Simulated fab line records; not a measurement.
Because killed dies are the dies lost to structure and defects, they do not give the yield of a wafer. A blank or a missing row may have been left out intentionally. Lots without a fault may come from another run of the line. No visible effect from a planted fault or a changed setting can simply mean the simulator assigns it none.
What tool caused it? || flow berkeley cmos170 || 14 lots with 42 wafers sampled at 2 steps, on a route of 331 steps

== WHAT THE GAUGES READ, wafer by wafer ==
UCB170_PFIELD_TW_MEAS_09.
{"lot": "L703", "measured": "day 4 03:41", "on": "film metro-03", "PFIELD_TW": "605.2 604.3 604.6"}
{"lot": "L704", "measured": "day 4 08:55", "on": "film metro-02", "PFIELD_TW": "752.9 749.4 753.0 757.9 754.9 749.4"}
{"lot": "L705", "measured": "day 4 15:11", "on": "film metro-01", "PFIELD_TW": "599.5 599.3 599.2"}
{"lot": "L711", "measured": "day 5 14:56", "on": "film metro-01", "PFIELD_TW": "602.2 604.8 605.4"}
{"lot": "L710", "measured": "day 5 15:41", "on": "film metro-02", "PFIELD_TW": "753.7 752.5 754.0 756.1 754.4 753.3"}
{"lot": "L709", "measured": "day 6 09:04", "on": "film metro-02", "PFIELD_TW": "605.0 602.8 604.2"}
{"lot": "L719", "measured": "day 7 12:16", "on": "film metro-03", "PFIELD_TW": "604.8 600.9 599.1"}
{"lot": "L717", "measured": "day 7 12:27", "on": "film metro-01", "PFIELD_TW": "603.1 600.9 601.1"}
{"lot": "L718", "measured": "day 7 12:40", "on": "film metro-03", "PFIELD_TW": "600.1 600.3 600.6"}
{"lot": "L721", "measured": "day 8 04:53", "on": "film metro-01", "PFIELD_TW": "597.6 600.5 600.0"}
{"lot": "L722", "measured": "day 8 05:14", "on": "film metro-02", "PFIELD_TW": "604.6 601.3 605.0"}
{"lot": "L723", "measured": "day 8 09:10", "on": "film metro-03", "PFIELD_TW": "605.2 602.1 601.2"}
{"lot": "L725", "measured": "day 8 15:43", "on": "film metro-03", "PFIELD_TW": "604.8 600.1 602.0"}
{"lot": "L724", "measured": "day 8 16:00", "on": "film metro-01", "PFIELD_TW": "601.8 601.0 602.0"}

== WHICH TOOL RAN EACH LOT (tool, then ch and the chambers of the sampled wafers, then the start) ==
{"lot": "L703", "UCB170_PFIELD_IMPLANT_07": "implanter-04 ch 0, day 4 03:28"}
{"lot": "L704", "UCB170_PFIELD_IMPLANT_07": "implanter-04 ch 0, day 4 08:21"}
{"lot": "L705", "UCB170_PFIELD_IMPLANT_07": "implanter-02 ch 0, day 4 14:59"}
{"lot": "L711", "UCB170_PFIELD_IMPLANT_07": "implanter-02 ch 0, day 5 14:41"}
{"lot": "L710", "UCB170_PFIELD_IMPLANT_07": "implanter-04 ch 0, day 5 15:10"}
{"lot": "L709", "UCB170_PFIELD_IMPLANT_07": "implanter-02 ch 0, day 6 08:50"}
{"lot": "L719", "UCB170_PFIELD_IMPLANT_07": "implanter-04 ch 0, day 7 12:03"}
{"lot": "L717", "UCB170_PFIELD_IMPLANT_07": "implanter-01 ch 0, day 7 12:12"}
{"lot": "L718", "UCB170_PFIELD_IMPLANT_07": "implanter-02 ch 0, day 7 12:25"}
{"lot": "L721", "UCB170_PFIELD_IMPLANT_07": "implanter-02 ch 0, day 8 04:38"}
{"lot": "L722", "UCB170_PFIELD_IMPLANT_07": "implanter-01 ch 0, day 8 04:59"}
{"lot": "L723", "UCB170_PFIELD_IMPLANT_07": "implanter-02 ch 0, day 8 08:55"}
{"lot": "L725", "UCB170_PFIELD_IMPLANT_07": "implanter-02 ch 0, day 8 15:28"}
{"lot": "L724", "UCB170_PFIELD_IMPLANT_07": "implanter-01 ch 0, day 8 15:46"}
- UCB170_PFIELD_IMPLANT_07

== WHAT THE TOOLS THEMSELVES READ (means of the sampled wafers that have a number; where no wafer has one, the mark that the record gives instead) ==
The record holds no such reading with a usual standard deviation.

== THE ANSWER, worked out from the rows above alone ==
Rule: what is usual is taken from the lots themselves. Put in order of their means at a reading, lots are off if they are a third of the lots or fewer, leave a main group of 4 or more, and stand apart from it by a gap of 3 or more times the standard deviation of the main group's means; of several such gaps the widest counts. A main group is skipped when, at the precision printed for the reading in the tables above, its means are all equal. A lot without any number at a reading at which 4 lots or more have one is off too. The other lots that the step has rows for count as sound. The gauges are gone through in route order, then the tools' own readings, and for those a lot's mean is taken as printed above. The first step at which some lot is off is used, and at that step the reading that is off furthest; a lot without a number counts as furthest.
Off: at UCB170_PFIELD_TW_MEAS_09 (PFIELD_TW), L704, L710. Main group: mean 602.1, sd 1.7.
A tool fits if, at a process step before that reading, it ran every lot that is off, and no sound lot after the first of them. Gauges at UCB170_PFIELD_TW_MEAS_09: tried the same way as those tools. None of those tried fits.

== WHAT THE SIMULATOR HAD INSERTED ==
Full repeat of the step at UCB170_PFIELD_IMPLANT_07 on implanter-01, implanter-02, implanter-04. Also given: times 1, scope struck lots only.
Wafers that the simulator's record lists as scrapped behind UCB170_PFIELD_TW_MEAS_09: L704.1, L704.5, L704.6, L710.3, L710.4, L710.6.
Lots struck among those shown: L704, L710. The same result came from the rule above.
